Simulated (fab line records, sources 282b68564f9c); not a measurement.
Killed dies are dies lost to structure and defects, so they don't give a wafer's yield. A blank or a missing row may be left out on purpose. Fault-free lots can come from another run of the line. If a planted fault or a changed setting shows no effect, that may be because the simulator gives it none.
What tool caused it? + flow rit-cmos + 13 lots, 39 wafers sampled, at 3 steps of a route of 202

WHAT THE GAUGES READ, wafer by wafer
RIT_SILICIDE_RS_MEAS_02: the measuring method here is four-point-probe.
| lot  | measured    | on            | SILICIDE_TI_RS (ohm/sq)       |
|------|-------------|---------------|-------------------------------|
| L321 | day 3 13:18 | film-metro-04 | 48.5 48.3 48.1                |
| L322 | day 3 16:38 | film-metro-02 | 47.4 47.3 47.9                |
| L323 | day 3 22:15 | film-metro-02 | 46.2 46.3 46.4                |
| L324 | day 4 02:50 | film-metro-03 | 47.1 47.3 47.0                |
| L325 | day 4 10:22 | film-metro-04 | 48.2 47.8 48.1                |
| L328 | day 5 01:18 | film-metro-04 | 47.0 47.1 46.8                |
| L329 | day 5 06:13 | film-metro-03 | 46.9 47.4 47.9                |
| L330 | day 5 13:16 | film-metro-04 | 48.2 48.0 47.7                |
| L331 | day 5 23:04 | film-metro-04 | 47.9 47.5 48.0                |
| L335 | day 6 21:28 | film-metro-03 | 47.4 47.9 48.0                |
| L337 | day 7 04:18 | film-metro-03 | 47.0 46.8 47.3                |
| L339 | day 7 11:59 | film-metro-02 | 47.5 47.5 37.4 48.0 47.9 37.6 |
| L342 | day 7 22:41 | film-metro-03 | 47.4 47.5 47.7                |

RIT_SILICIDE_THK_MEAS_03: measures by xrf.
| lot  | measured    | on            | SILICIDE_TI_THK (nm)          |
|------|-------------|---------------|-------------------------------|
| L321 | day 3 13:25 | film-metro-04 | 30.1 29.9 30.1                |
| L322 | day 3 16:45 | film-metro-02 | 29.9 30.2 29.9                |
| L323 | day 3 22:22 | film-metro-02 | 30.8 30.7 30.6                |
| L324 | day 4 02:58 | film-metro-03 | 30.3 30.0 30.3                |
| L325 | day 4 10:29 | film-metro-04 | 30.1 30.3 30.2                |
| L328 | day 5 01:25 | film-metro-04 | 30.7 30.5 30.9                |
| L329 | day 5 06:18 | film-metro-03 | 30.0 30.0 29.7                |
| L330 | day 5 13:23 | film-metro-04 | 30.3 30.3 30.2                |
| L331 | day 5 23:10 | film-metro-04 | 30.3 30.5 30.3                |
| L335 | day 6 21:35 | film-metro-03 | 29.9 29.7 29.7                |
| L337 | day 7 04:25 | film-metro-03 | 30.2 30.6 30.3                |
| L339 | day 7 14:59 | film-metro-02 | 30.1 30.3 36.6 30.1 30.2 36.6 |
| L342 | day 7 22:47 | film-metro-03 | 30.1 30.2 30.1                |

WHAT TOOL EACH LOT RAN ON (gives the tool, then ch and the chambers of the sampled wafers, and finally the start)
| lot  | RIT_SILICIDE_SPUTTER_01     |
|------|-----------------------------|
| L321 | pvd-sputter-04, day 3 13:09 |
| L322 | pvd-sputter-04, day 3 16:29 |
| L323 | pvd-sputter-03, day 3 22:05 |
| L324 | pvd-sputter-04, day 4 02:39 |
| L325 | pvd-sputter-03, day 4 10:13 |
| L328 | pvd-sputter-04, day 5 01:08 |
| L329 | pvd-sputter-04, day 5 06:00 |
| L330 | pvd-sputter-03, day 5 13:07 |
| L331 | pvd-sputter-04, day 5 22:52 |
| L335 | pvd-sputter-01, day 6 21:19 |
| L337 | pvd-sputter-04, day 7 04:09 |
| L339 | pvd-sputter-04, day 7 11:50 |
| L342 | pvd-sputter-03, day 7 22:29 |
- RIT_SILICIDE_SPUTTER_01: material Ti, target thk 30 nm, time 240 s.

WHAT THE TOOLS THEMSELVES READ (means of the sampled wafers that have a number; where no wafer has one, the mark that the record gives instead)
RIT_SILICIDE_SPUTTER_01.
| lot  | tool           | cathode-dc-power-W (W) | chamber-pressure-pa (Pa) | substrate-temp-c (C) | throttle-valve-pct (%) |
|------|----------------|------------------------|--------------------------|----------------------|------------------------|
| L321 | pvd-sputter-04 | 350.02                 | 0.6673                   | 24.99                | 30.6                   |
| L322 | pvd-sputter-04 | 349.95                 | 0.6670                   | 25.05                | 29.3                   |
| L323 | pvd-sputter-03 | 349.95                 | 0.6664                   | 25.00                | 29.8                   |
| L324 | pvd-sputter-04 | 349.97                 | 0.6664                   | 24.91                | 30.3                   |
| L325 | pvd-sputter-03 | 350.02                 | 0.6681                   | 25.05                | 30.2                   |
| L328 | pvd-sputter-04 | 350.02                 | 0.6655                   | 25.00                | 30.1                   |
| L329 | pvd-sputter-04 | 350.01                 | 0.6665                   | 24.93                | 29.9                   |
| L330 | pvd-sputter-03 | 349.99                 | 0.6673                   | 25.03                | 29.1                   |
| L331 | pvd-sputter-04 | 350.06                 | 0.6658                   | 24.95                | 29.7                   |
| L335 | pvd-sputter-01 | 350.03                 | 0.6668                   | 25.00                | 30.0                   |
| L337 | pvd-sputter-04 | 350.03                 | 0.6667                   | 25.07                | 30.7                   |
| L339 | pvd-sputter-04 | 350.00                 | 0.6666                   | 25.05                | 30.2                   |
| L342 | pvd-sputter-03 | 349.92                 | 0.6659                   | 24.88                | 30.0                   |

THE ANSWER, worked out from the rows above alone
Rule: the lots themselves supply what counts as usual. Put in order of their means at a reading, lots are off if they are a third of the lots or fewer, leave a main group of 4 or more, and stand apart from it by a gap of 3 or more times the standard deviation of the main group's means; of several such gaps the widest counts. A main group whose means are all the same, to the digits that the tables above print for the reading, isn't used. A lot without any number at a reading at which 4 lots or more have one is off too. All remaining lots with rows at the step are treated as sound. The gauges are gone through in route order, then the tools' own readings, and for those a lot's mean is taken as printed above. At the first step where some lot is off, the reading lying furthest off is the one used; lots without a number count as furthest.
Off: L339, seen at RIT_SILICIDE_RS_MEAS_02 (SILICIDE_TI_RS). Main group: mean 47.5 ohm/sq, sd 0.53.
If a tool, at a process step before that reading, ran all the lots that are off and no sound lot after the first of them, it fits. Gauges at RIT_SILICIDE_RS_MEAS_02: tried the same way as those tools. Can't be told from this: 2 tools fit, pvd-sputter-04 at RIT_SILICIDE_SPUTTER_01, film-metro-02 at RIT_SILICIDE_RS_MEAS_02.

WHAT THE SIMULATOR HAD PUT IN
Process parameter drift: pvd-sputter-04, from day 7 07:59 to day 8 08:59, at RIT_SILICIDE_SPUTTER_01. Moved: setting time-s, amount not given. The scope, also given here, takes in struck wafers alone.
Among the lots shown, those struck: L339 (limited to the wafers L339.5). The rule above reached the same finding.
